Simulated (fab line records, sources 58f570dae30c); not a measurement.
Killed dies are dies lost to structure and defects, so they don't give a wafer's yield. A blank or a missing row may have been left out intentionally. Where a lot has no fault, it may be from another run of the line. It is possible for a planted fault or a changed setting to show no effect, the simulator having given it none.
2 desks, one fault    flow berkeley cmos170    only its own numbers are on each desk; what lay behind them is given at the end

## FOR THE TOOL OWNER'S DESK: pecvd-04
The tool's own readings at UCB170_V2_CVD_00 (deposits SiO2 from TEOS/O2, target thk 2000 nm, time 250 s): means of the sampled wafers that have a number, for each lot that ran on this tool. Marked OUT: a lot whose mean sits more than 4 standard deviations from the usual mean, which makes it out of limits; the brackets give that distance.
Columns: A = heater power w at UCB170_V2_CVD_00, usual 236 W
lot   first seen here  A
L211  day 8 19:14      253
L212  day 8 21:53      270
L224  day 11 14:02     265
L226  day 12 09:30     277
Result from this desk: across the 4 lots, nothing is out of limits.

## AT THE METROLOGY DESK
Lot by lot, what the gauges showed, no matter which tool ran the lot: averages of those sampled wafers that carry a number. Marked OUT: a lot whose mean sits more than 4 standard deviations from the usual mean, which makes it out of limits; the brackets give that distance.
Columns: A = V2_TEOS_THK at UCB170_V2_THK_MEAS_01, usual 2003 nm; B = V2_POLISHED_THK at UCB170_V2_THK_MEAS_04, usual 1000.0 nm
lot   first seen here  A     B
L211  day 8 19:23      2013  1002.1
L212  day 8 22:03      2007  998.6
L213  day 9 01:34      1992  1000.2
L214  day 9 04:37      1998  1000.9
L224  day 11 14:11     1931  935.1 (-59) OUT
L226  day 12 09:39     1937  936.3 (-58) OUT
L230  day 13 00:45     2005  1000.2
L228  day 13 06:38     2003  999.3
L229  day 13 07:07     2004  1000.4
L232  day 13 07:49     1977  1000.1
L234  day 13 16:16     2003  999.2
Finding of this desk: L224, L226 out of limits, first seen on L224 at day 11 14:40 (V2_POLISHED_THK at UCB170_V2_THK_MEAS_04). L211, L212, L213, L214, L230, L228, L229, L232, L234: within limits.

## ALL TOGETHER
On L224, L226, the metrology desk was in a position to raise an alarm at day 11 14:40.
Nothing out of limits was seen by the tool owner's desk.
On record at the tool owner's desk: L224, L226, within its limits.
Every lot named ran UCB170_V2_CVD_00 on pecvd-04.

## WHAT THE SIMULATOR PUT IN
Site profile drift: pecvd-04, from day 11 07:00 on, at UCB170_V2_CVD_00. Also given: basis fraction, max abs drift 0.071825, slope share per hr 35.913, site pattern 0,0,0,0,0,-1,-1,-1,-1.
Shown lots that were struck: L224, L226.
Hours from the fault's start to each desk's first reading out of limits: the metrology desk, 8.
